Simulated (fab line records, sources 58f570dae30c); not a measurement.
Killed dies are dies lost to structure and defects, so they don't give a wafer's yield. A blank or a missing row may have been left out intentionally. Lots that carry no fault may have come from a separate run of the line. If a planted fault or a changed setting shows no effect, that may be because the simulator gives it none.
Which tool did it? || flow berkeleyCmos170 || 15 lots, 45 wafers sampled, at 6 steps of a route of 331

== WHAT THE GAUGES SHOWED, per wafer ==
UCB170_GATE_OVL_MEAS_13.
{"lot": "L265", "measured": "day 7 10:25", "on": "overlay-01", "GATE_OVL (nm)": "6 7 8"}
{"lot": "L264", "measured": "day 7 10:29", "on": "overlay-02", "GATE_OVL (nm)": "9 0 7"}
{"lot": "L269", "measured": "day 9 01:18", "on": "overlay-02", "GATE_OVL (nm)": "4 -3 5"}
{"lot": "L271", "measured": "day 9 01:34", "on": "overlay-01", "GATE_OVL (nm)": "-11 -15 -13"}
{"lot": "L268", "measured": "day 9 01:44", "on": "overlay-01", "GATE_OVL (nm)": "13 -1 6"}
{"lot": "L270", "measured": "day 9 01:50", "on": "overlay-02", "GATE_OVL (nm)": "0 2 11"}
{"lot": "L273", "measured": "day 9 11:53", "on": "overlay-01", "GATE_OVL (nm)": "2 -3 -1"}
{"lot": "L272", "measured": "day 9 12:22", "on": "overlay-02", "GATE_OVL (nm)": "10 7 4"}
{"lot": "L275", "measured": "day 9 20:20", "on": "overlay-02", "GATE_OVL (nm)": "-2 8 -7"}
{"lot": "L274", "measured": "day 9 20:37", "on": "overlay-02", "GATE_OVL (nm)": "-5 -7 -7"}
{"lot": "L277", "measured": "day 10 10:58", "on": "overlay-02", "GATE_OVL (nm)": "3 -2 -9"}
{"lot": "L283", "measured": "day 11 22:15", "on": "overlay-02", "GATE_OVL (nm)": "-1 -1 1"}
{"lot": "L286", "measured": "day 11 22:29", "on": "overlay-01", "GATE_OVL (nm)": "-12 -7 -8"}
{"lot": "L285", "measured": "day 11 22:46", "on": "overlay-01", "GATE_OVL (nm)": "6 3 9"}
{"lot": "L287", "measured": "day 11 22:53", "on": "overlay-02", "GATE_OVL (nm)": "2 -1 1"}

UCB170_PLDD_TW_MEAS_11.
{"lot": "L265", "measured": "day 7 13:06", "on": "filmMetro-02", "PLDD_TW": "1003 1001 1001"}
{"lot": "L264", "measured": "day 7 13:15", "on": "filmMetro-03", "PLDD_TW": "1013 1012 1019"}
{"lot": "L269", "measured": "day 9 06:11", "on": "filmMetro-01", "PLDD_TW": "1016 1014 1012"}
{"lot": "L271", "measured": "day 9 06:41", "on": "filmMetro-02", "PLDD_TW": "1001 997 995"}
{"lot": "L268", "measured": "day 9 06:44", "on": "filmMetro-01", "PLDD_TW": "1005 1012 1015"}
{"lot": "L270", "measured": "day 9 06:30", "on": "filmMetro-03", "PLDD_TW": "1018 1014 1018"}
{"lot": "L273", "measured": "day 9 13:57", "on": "filmMetro-01", "PLDD_TW": "1008 1008 1010"}
{"lot": "L272", "measured": "day 9 14:24", "on": "filmMetro-03", "PLDD_TW": "1022 1014 1019"}
{"lot": "L275", "measured": "day 9 22:26", "on": "filmMetro-02", "PLDD_TW": "1000 999 1003"}
{"lot": "L274", "measured": "day 9 22:43", "on": "filmMetro-03", "PLDD_TW": "1020 1017 1015"}
{"lot": "L277", "measured": "day 10 13:04", "on": "filmMetro-03", "PLDD_TW": "1013 1011 1011"}
{"lot": "L283", "measured": "day 12 00:32", "on": "filmMetro-03", "PLDD_TW": "1016 1022 1014"}
{"lot": "L286", "measured": "day 12 00:48", "on": "filmMetro-01", "PLDD_TW": "1027 1024 1016"}
{"lot": "L285", "measured": "day 12 01:32", "on": "filmMetro-03", "PLDD_TW": "1020 1021 1018"}
{"lot": "L287", "measured": "day 12 01:55", "on": "filmMetro-03", "PLDD_TW": "1017 1018 1016"}

UCB170_NLDD_TW_MEAS_11.
{"lot": "L265", "measured": "day 7 15:00", "on": "filmMetro-03", "NLDD_TW": "2222 2214 2232"}
{"lot": "L264", "measured": "day 7 15:58", "on": "filmMetro-03", "NLDD_TW": "2227 2236 2211"}
{"lot": "L269", "measured": "day 9 08:03", "on": "filmMetro-02", "NLDD_TW": "2200 2178 2197"}
{"lot": "L271", "measured": "day 9 08:30", "on": "filmMetro-02", "NLDD_TW": "2192 2192 2191"}
{"lot": "L268", "measured": "day 9 08:37", "on": "filmMetro-03", "NLDD_TW": "2235 2236 2239"}
{"lot": "L270", "measured": "day 9 08:16", "on": "filmMetro-03", "NLDD_TW": "2238 2225 2240"}
{"lot": "L273", "measured": "day 9 17:55", "on": "filmMetro-02", "NLDD_TW": "2048 2040 2044"}
{"lot": "L272", "measured": "day 9 17:43", "on": "filmMetro-02", "NLDD_TW": "2187 2184 2202"}
{"lot": "L275", "measured": "day 10 00:20", "on": "filmMetro-01", "NLDD_TW": "2077 2078 2067"}
{"lot": "L274", "measured": "day 10 00:37", "on": "filmMetro-03", "NLDD_TW": "2215 2222 2220"}
{"lot": "L277", "measured": "day 10 14:57", "on": "filmMetro-02", "NLDD_TW": "2047 2049 2046"}
{"lot": "L283", "measured": "day 12 02:27", "on": "filmMetro-03", "NLDD_TW": "2240 2237 2234"}
{"lot": "L286", "measured": "day 12 03:36", "on": "filmMetro-01", "NLDD_TW": "2238 2232 2237"}
{"lot": "L285", "measured": "day 12 04:10", "on": "filmMetro-02", "NLDD_TW": "2198 2183 2194"}
{"lot": "L287", "measured": "day 12 04:52", "on": "filmMetro-03", "NLDD_TW": "2229 2225 2227"}

UCB170_PSD_CD_MEAS_06: target cd 1200 nm.
{"lot": "L265", "measured": "day 7 22:00", "on": "cdSem-02", "cdNm (nm)": "1198.8 1198.9 1198.8"}
{"lot": "L264", "measured": "day 7 22:18", "on": "cdSem-02", "cdNm (nm)": "1199.2 1200.2 1197.9"}
{"lot": "L269", "measured": "day 9 17:41", "on": "cdSem-02", "cdNm (nm)": "1198.0 1196.5 1198.1"}
{"lot": "L271", "measured": "day 9 17:21", "on": "cdSem-01", "cdNm (nm)": "1203.1 1202.5 1203.6"}
{"lot": "L268", "measured": "day 9 17:38", "on": "cdSem-01", "cdNm (nm)": "1200.0 1197.9 1199.8"}
{"lot": "L270", "measured": "day 9 17:28", "on": "cdSem-01", "cdNm (nm)": "1197.4 1198.1 1199.3"}
{"lot": "L273", "measured": "day 9 23:32", "on": "cdSem-01", "cdNm (nm)": "1199.9 1199.8 1199.1"}
{"lot": "L272", "measured": "day 9 23:16", "on": "cdSem-02", "cdNm (nm)": "1199.5 1200.0 1200.9"}
{"lot": "L275", "measured": "day 10 09:01", "on": "cdSem-02", "cdNm (nm)": "1199.6 1199.5 1198.8"}
{"lot": "L274", "measured": "day 10 09:16", "on": "cdSem-01", "cdNm (nm)": "1200.2 1199.3 1200.1"}
{"lot": "L277", "measured": "day 11 00:16", "on": "cdSem-01", "cdNm (nm)": "1200.8 1199.8 1202.0"}
{"lot": "L283", "measured": "day 12 10:52", "on": "cdSem-01", "cdNm (nm)": "1195.9 1197.2 1194.9"}
{"lot": "L286", "measured": "day 12 14:56", "on": "cdSem-02", "cdNm (nm)": "1200.0 1199.5 1200.8"}
{"lot": "L285", "measured": "day 12 14:40", "on": "cdSem-01", "cdNm (nm)": "1201.2 1200.1 1199.5"}
{"lot": "L287", "measured": "day 12 14:41", "on": "cdSem-02", "cdNm (nm)": "1201.3 1201.1 1200.4"}

UCB170_SDANNEAL_RS_MEAS_05: a four-point-probe measurement.
{"lot": "L265", "measured": "day 8 03:46", "on": "filmMetro-03", "NLDD_RS (ohm/sq)": "617.2 616.4 615.6"}
{"lot": "L264", "measured": "day 8 04:32", "on": "filmMetro-01", "NLDD_RS (ohm/sq)": "616.7 616.5 616.0"}
{"lot": "L269", "measured": "day 9 21:58", "on": "filmMetro-02", "NLDD_RS (ohm/sq)": "615.6 616.4 617.0"}
{"lot": "L271", "measured": "day 9 21:01", "on": "filmMetro-03", "NLDD_RS (ohm/sq)": "614.9 615.4 615.4"}
{"lot": "L268", "measured": "day 9 21:29", "on": "filmMetro-01", "NLDD_RS (ohm/sq)": "616.2 617.1 616.0"}
{"lot": "L270", "measured": "day 9 21:19", "on": "filmMetro-02", "NLDD_RS (ohm/sq)": "616.6 617.2 616.3"}
{"lot": "L273", "measured": "day 10 03:21", "on": "filmMetro-03", "NLDD_RS (ohm/sq)": "729.9 731.3 730.6"}
{"lot": "L272", "measured": "day 10 02:53", "on": "filmMetro-01", "NLDD_RS (ohm/sq)": "616.3 618.9 618.4"}
{"lot": "L275", "measured": "day 10 12:43", "on": "filmMetro-03", "NLDD_RS (ohm/sq)": "730.1 727.5 727.8"}
{"lot": "L274", "measured": "day 10 12:54", "on": "filmMetro-01", "NLDD_RS (ohm/sq)": "618.3 617.9 618.0"}
{"lot": "L277", "measured": "day 11 06:32", "on": "filmMetro-01", "NLDD_RS (ohm/sq)": "729.6 727.5 729.6"}
{"lot": "L283", "measured": "day 12 16:39", "on": "filmMetro-02", "NLDD_RS (ohm/sq)": "615.1 613.9 615.6"}
{"lot": "L286", "measured": "day 12 19:50", "on": "filmMetro-02", "NLDD_RS (ohm/sq)": "616.8 614.8 615.9"}
{"lot": "L285", "measured": "day 12 19:26", "on": "filmMetro-03", "NLDD_RS (ohm/sq)": "615.8 616.4 615.6"}
{"lot": "L287", "measured": "day 12 20:06", "on": "filmMetro-03", "NLDD_RS (ohm/sq)": "614.4 616.1 614.6"}

== EACH LOT AND THE TOOL THAT RAN IT (in order: tool; ch and the chambers of the sampled wafers; start) ==
{"lot": "L265", "UCB170_NLDD_IMPLANT_09": "implanter-03 ch 0, day 7 14:45"}
{"lot": "L264", "UCB170_NLDD_IMPLANT_09": "implanter-04 ch 0, day 7 15:36"}
{"lot": "L269", "UCB170_NLDD_IMPLANT_09": "implanter-01 ch 0, day 9 07:50"}
{"lot": "L271", "UCB170_NLDD_IMPLANT_09": "implanter-01 ch 0, day 9 08:15"}
{"lot": "L268", "UCB170_NLDD_IMPLANT_09": "implanter-03 ch 0, day 9 08:22"}
{"lot": "L270", "UCB170_NLDD_IMPLANT_09": "implanter-03 ch 0, day 9 08:01"}
{"lot": "L273", "UCB170_NLDD_IMPLANT_09": "implanter-01 ch 0, day 9 17:41"}
{"lot": "L272", "UCB170_NLDD_IMPLANT_09": "implanter-04 ch 0, day 9 17:28"}
{"lot": "L275", "UCB170_NLDD_IMPLANT_09": "implanter-01 ch 0, day 10 00:05"}
{"lot": "L274", "UCB170_NLDD_IMPLANT_09": "implanter-03 ch 0, day 10 00:22"}
{"lot": "L277", "UCB170_NLDD_IMPLANT_09": "implanter-01 ch 0, day 10 14:43"}
{"lot": "L283", "UCB170_NLDD_IMPLANT_09": "implanter-04 ch 0, day 12 02:14"}
{"lot": "L286", "UCB170_NLDD_IMPLANT_09": "implanter-04 ch 0, day 12 03:21"}
{"lot": "L285", "UCB170_NLDD_IMPLANT_09": "implanter-03 ch 0, day 12 03:57"}
{"lot": "L287", "UCB170_NLDD_IMPLANT_09": "implanter-04 ch 0, day 12 04:37"}
- UCB170_NLDD_IMPLANT_09

== AS READ BY THE TOOLS THEMSELVES (means over the sampled wafers that have a number; for cases with no such wafer, the mark the record gives instead) ==
UCB170_NLDD_IMPLANT_09.
{"lot": "L265", "tool": "implanter-03", "doseIonsCm2": 4.998e+13, "faradayCurrentUA": 159}
{"lot": "L264", "tool": "implanter-04", "doseIonsCm2": 5.001e+13, "faradayCurrentUA": 155}
{"lot": "L269", "tool": "implanter-01", "doseIonsCm2": 4.994e+13, "faradayCurrentUA": 159}
{"lot": "L271", "tool": "implanter-01", "doseIonsCm2": 4.995e+13, "faradayCurrentUA": 162}
{"lot": "L268", "tool": "implanter-03", "doseIonsCm2": 5.003e+13, "faradayCurrentUA": 158}
{"lot": "L270", "tool": "implanter-03", "doseIonsCm2": 4.998e+13, "faradayCurrentUA": 160}
{"lot": "L273", "tool": "implanter-01", "doseIonsCm2": 2.749e+13, "faradayCurrentUA": 87}
{"lot": "L272", "tool": "implanter-04", "doseIonsCm2": 5.002e+13, "faradayCurrentUA": 158}
{"lot": "L275", "tool": "implanter-01", "doseIonsCm2": 2.758e+13, "faradayCurrentUA": 86}
{"lot": "L274", "tool": "implanter-03", "doseIonsCm2": 4.997e+13, "faradayCurrentUA": 158}
{"lot": "L277", "tool": "implanter-01", "doseIonsCm2": 2.747e+13, "faradayCurrentUA": 88}
{"lot": "L283", "tool": "implanter-04", "doseIonsCm2": 5.001e+13, "faradayCurrentUA": 157}
{"lot": "L286", "tool": "implanter-04", "doseIonsCm2": 4.995e+13, "faradayCurrentUA": 155}
{"lot": "L285", "tool": "implanter-03", "doseIonsCm2": 5.001e+13, "faradayCurrentUA": 159}
{"lot": "L287", "tool": "implanter-04", "doseIonsCm2": 4.998e+13, "faradayCurrentUA": 159}

== THE ANSWER, worked out from the rows above alone ==
Rule: the usual values come from the lots themselves. The widest of any qualifying gaps counts: lots, ordered by their means at a reading, are off when they make up no more than a third of the lots, leave a main group of 4 or more, and stand apart from it by 3 or more times the standard deviation of that group's means. If all means in a main group match to the digits the tables above print for the reading, that group is not used. Also off: a lot with no number at a reading for which 4 or more lots have one. Where the step has rows for the other lots, those lots are counted as sound. Order of review: gauges by route order, followed by the tools' own readings, for which a lot's mean as printed above is used. The first step at which some lot is off is used, and at that step the reading that is off furthest; a lot without a number counts as furthest.
Off: at UCB170_NLDD_TW_MEAS_11 (NLDD_TW), L273, L275, L277. Main group: mean 2217, sd 19.
A tool fits if, at a process step before that reading, it ran every lot that is off, and no sound lot after the first of them. Not tried: the gauges at UCB170_NLDD_TW_MEAS_11; whatever is off there is also off at UCB170_NLDD_IMPLANT_09, on other tools, and gauge error can't account for it. One fits: implanter-01 at UCB170_NLDD_IMPLANT_09. Its last sound lot is L271 (day 9 08:15), its first lot that is off L273 (day 9 17:41): a fault that began between those two fits.
The tool's own readings at UCB170_NLDD_IMPLANT_09 bear it out: on the lots that are off they differ by more than 5 times the standard deviation of the sound lots' means. doseIonsCm2 reads 2.751e+13 there against 4.999e+13 on the sound lots; faradayCurrentUA reads 87 there against 158 on the sound lots.

== WHAT THE SIMULATOR HAD PUT IN ==
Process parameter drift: implanter-01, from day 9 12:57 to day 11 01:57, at UCB170_NLDD_IMPLANT_09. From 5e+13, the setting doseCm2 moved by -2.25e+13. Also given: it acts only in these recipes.
Shown lots that were struck: L273, L275, L277. The rule above found the same.
